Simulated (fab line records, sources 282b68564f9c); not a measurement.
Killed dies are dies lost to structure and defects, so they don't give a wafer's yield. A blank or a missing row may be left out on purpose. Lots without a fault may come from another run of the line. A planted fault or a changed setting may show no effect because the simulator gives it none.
Which tool did it? | flow rit_cmos | 15 lots, 45 wafers sampled, at 5 steps of a route of 202

WHAT THE GAUGES READ, wafer by wafer
RIT_SILICIDE_RS_MEAS_02: measures by four-point-probe.
lot  | measured    | on            | SILICIDE_TI_RS (ohm/sq)
L526 | day 3 12:35 | film_metro-04 | 47.6 47.2 48.1
L527 | day 3 17:54 | film_metro-04 | 47.3 48.0 47.9
L528 | day 3 18:01 | film_metro-01 | 48.4 48.6 48.1
L529 | day 4 01:46 | film_metro-01 | 48.9 49.2 49.2
L530 | day 4 05:08 | film_metro-01 | 48.3 47.5 47.8
L531 | day 4 09:08 | film_metro-01 | 47.9 48.7 48.4
L532 | day 4 11:54 | film_metro-04 | 49.0 48.7 48.3
L536 | day 5 17:17 | film_metro-03 | 47.5 47.8 47.9
L539 | day 6 13:10 | film_metro-01 | 48.3 48.3 48.1
L541 | day 6 16:32 | film_metro-01 | 46.7 47.2 46.9
L542 | day 6 23:57 | film_metro-01 | 48.4 48.6 48.1
L543 | day 7 07:26 | film_metro-03 | 47.6 48.0 48.3
L546 | day 7 12:26 | film_metro-01 | 48.2 48.0 48.4
L545 | day 7 12:35 | film_metro-03 | 48.5 48.3 49.1
L549 | day 8 03:28 | film_metro-01 | 47.8 47.8 47.9

RIT_CONTACT_CD_MEAS_08: target cd 1000 nm.
lot  | measured    | on        | cd_nm (nm)
L526 | day 3 14:02 | cd_sem-02 | 998.2 997.4 998.1
L527 | day 3 19:28 | cd_sem-01 | 1002.0 1000.3 1002.4
L528 | day 3 19:35 | cd_sem-02 | 998.4 998.0 999.0
L529 | day 4 03:19 | cd_sem-02 | 1000.3 997.3 998.4
L530 | day 4 06:37 | cd_sem-01 | 1001.3 999.3 1000.3
L531 | day 4 10:41 | cd_sem-02 | 998.4 999.8 998.6
L532 | day 4 13:31 | cd_sem-01 | 1000.4 1000.7 1001.6
L536 | day 5 18:50 | cd_sem-02 | 998.0 997.1 999.9
L539 | day 6 14:56 | cd_sem-01 | 1000.3 998.1 999.8
L541 | day 6 18:05 | cd_sem-01 | 1001.9 1001.5 1001.9
L542 | day 7 01:32 | cd_sem-01 | 1001.0 999.0 998.6
L543 | day 7 09:00 | cd_sem-01 | 1001.3 1001.4 1001.7
L546 | day 7 14:00 | cd_sem-02 | 1002.6 1002.1 1001.7
L545 | day 7 14:14 | cd_sem-01 | 1001.5 1000.7 1001.3
L549 | day 8 05:04 | cd_sem-01 | 1001.4 1002.4 1000.3

RIT_M1_CD_MEAS_09: target cd 2600 nm.
lot  | measured    | on        | cd_nm (nm)
L526 | day 3 16:41 | cd_sem-01 | 2600.5 2601.6 2602.1
L527 | day 3 21:59 | cd_sem-02 | 2600.8 2602.0 2602.0
L528 | day 3 22:34 | cd_sem-02 | 2600.9 2602.0 2600.1
L529 | day 4 05:49 | cd_sem-02 | 2601.8 2603.3 2601.9
L530 | day 4 09:19 | cd_sem-02 | 2597.5 2598.3 2597.0
L531 | day 4 13:11 | cd_sem-02 | 2533.0 2531.7 2534.7
L532 | day 4 16:08 | cd_sem-02 | 2545.2 2544.1 2543.3
L536 | day 5 21:22 | cd_sem-02 | 2530.1 2529.3 2529.9
L539 | day 6 17:36 | cd_sem-02 | 2601.9 2602.2 2603.3
L541 | day 6 20:50 | cd_sem-01 | 2599.5 2599.4 2601.5
L542 | day 7 04:29 | cd_sem-01 | 2597.5 2597.6 2600.1
L543 | day 7 11:47 | cd_sem-02 | 2595.0 2597.1 2593.7
L546 | day 7 16:37 | cd_sem-01 | 2602.6 2601.1 2600.3
L545 | day 7 16:51 | cd_sem-02 | 2601.6 2602.5 2601.6
L549 | day 8 07:41 | cd_sem-01 | 2598.7 2597.8 2597.8

RIT_M1_BOW_MEAS_16.
lot  | measured    | on            | M1_BOW (um)
L526 | day 3 19:14 | film_metro-03 | 17 18 20
L527 | day 4 00:41 | film_metro-03 | 19 12 29
L528 | day 4 02:11 | film_metro-04 | 6 26 11
L529 | day 4 08:22 | film_metro-04 | 28 16 8
L530 | day 4 11:52 | film_metro-03 | 22 19 7
L531 | day 4 16:00 | film_metro-04 | 17 8 17
L532 | day 4 18:41 | film_metro-04 | 13 15 26
L536 | day 5 23:55 | film_metro-03 | 18 7 9
L539 | day 6 20:08 | film_metro-02 | 24 17 12
L541 | day 6 23:23 | film_metro-04 | 13 9 21
L542 | day 7 07:07 | film_metro-03 | 16 20 13
L543 | day 7 14:20 | film_metro-03 | 29 21 8
L546 | day 7 19:10 | film_metro-03 | 35 18 21
L545 | day 7 20:39 | film_metro-04 | 10 22 20
L549 | day 8 10:14 | film_metro-03 | 14 9 26

WHICH TOOL RAN EACH LOT (tool, then ch and the chambers of the sampled wafers, then the start)
lot  | RIT_M1_COAT_04
L526 | litho_track-01 ch 0, day 3 15:48
L527 | litho_track-01 ch 0, day 3 21:14
L528 | litho_track-03 ch 0, day 3 21:23
L529 | litho_track-01 ch 0, day 4 05:05
L530 | litho_track-02 ch 0, day 4 08:35
L531 | litho_track-01 ch 0, day 4 12:28
L532 | litho_track-01 ch 0, day 4 15:25
L536 | litho_track-01 ch 0, day 5 20:38
L539 | litho_track-02 ch 0, day 6 16:42
L541 | litho_track-03 ch 0, day 6 19:55
L542 | litho_track-03 ch 0, day 7 03:35
L543 | litho_track-02 ch 0, day 7 11:04
L546 | litho_track-03 ch 0, day 7 15:46
L545 | litho_track-02 ch 0, day 7 16:00
L549 | litho_track-03 ch 0, day 8 06:58
- RIT_M1_COAT_04: resist thk 1300 nm.

WHAT THE TOOLS THEMSELVES READ (means of the sampled wafers that have a number; where no wafer has one, the mark that the record gives instead)
RIT_M1_COAT_04.
lot  | tool           | spin_speed_rpm (rpm)
L526 | litho_track-01 | 2001.6
L527 | litho_track-01 | 2001.0
L528 | litho_track-03 | 1999.6
L529 | litho_track-01 | 1999.1
L530 | litho_track-02 | 1999.0
L531 | litho_track-01 | 2002.0
L532 | litho_track-01 | 1999.9
L536 | litho_track-01 | 2000.5
L539 | litho_track-02 | 2000.0
L541 | litho_track-03 | 1999.8
L542 | litho_track-03 | 2000.1
L543 | litho_track-02 | 2000.5
L546 | litho_track-03 | 2000.7
L545 | litho_track-02 | 1998.3
L549 | litho_track-03 | 2000.8

THE ANSWER, worked out from the rows above alone
Rule: what is usual is taken from the lots themselves. Put in order of their means at a reading, lots are off if they are a third of the lots or fewer, leave a main group of 4 or more, and stand apart from it by a gap of 3 or more times the standard deviation of the main group's means; of several such gaps the widest counts. A main group whose means are all the same, to the digits that the tables above print for the reading, isn't used. A lot without any number at a reading at which 4 lots or more have one is off too. The other lots that the step has rows for count as sound. The gauges are gone through in route order, then the tools' own readings, and for those a lot's mean is taken as printed above. The first step at which some lot is off is used, and at that step the reading that is off furthest; a lot without a number counts as furthest.
Off: L531, L532, L536, at RIT_M1_CD_MEAS_09 (cd_nm). The main group: mean 2600.1 nm, standard deviation 2.2.
A tool fits if, at a process step before that reading, it ran every lot that is off, and no sound lot after the first of them. The gauges at RIT_M1_CD_MEAS_09 are tried like those tools. One fits: litho_track-01 at RIT_M1_COAT_04. Its last sound lot is L529 (day 4 05:05), its first lot that is off L531 (day 4 12:28): a fault that began between those two fits.

WHAT THE SIMULATOR HAD PUT IN
Process parameter drift: litho_track-01, from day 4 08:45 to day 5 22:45, at RIT_M1_COAT_04. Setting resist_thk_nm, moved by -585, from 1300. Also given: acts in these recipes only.
Lots struck among those shown: L531, L532, L536. The rule above found the same.
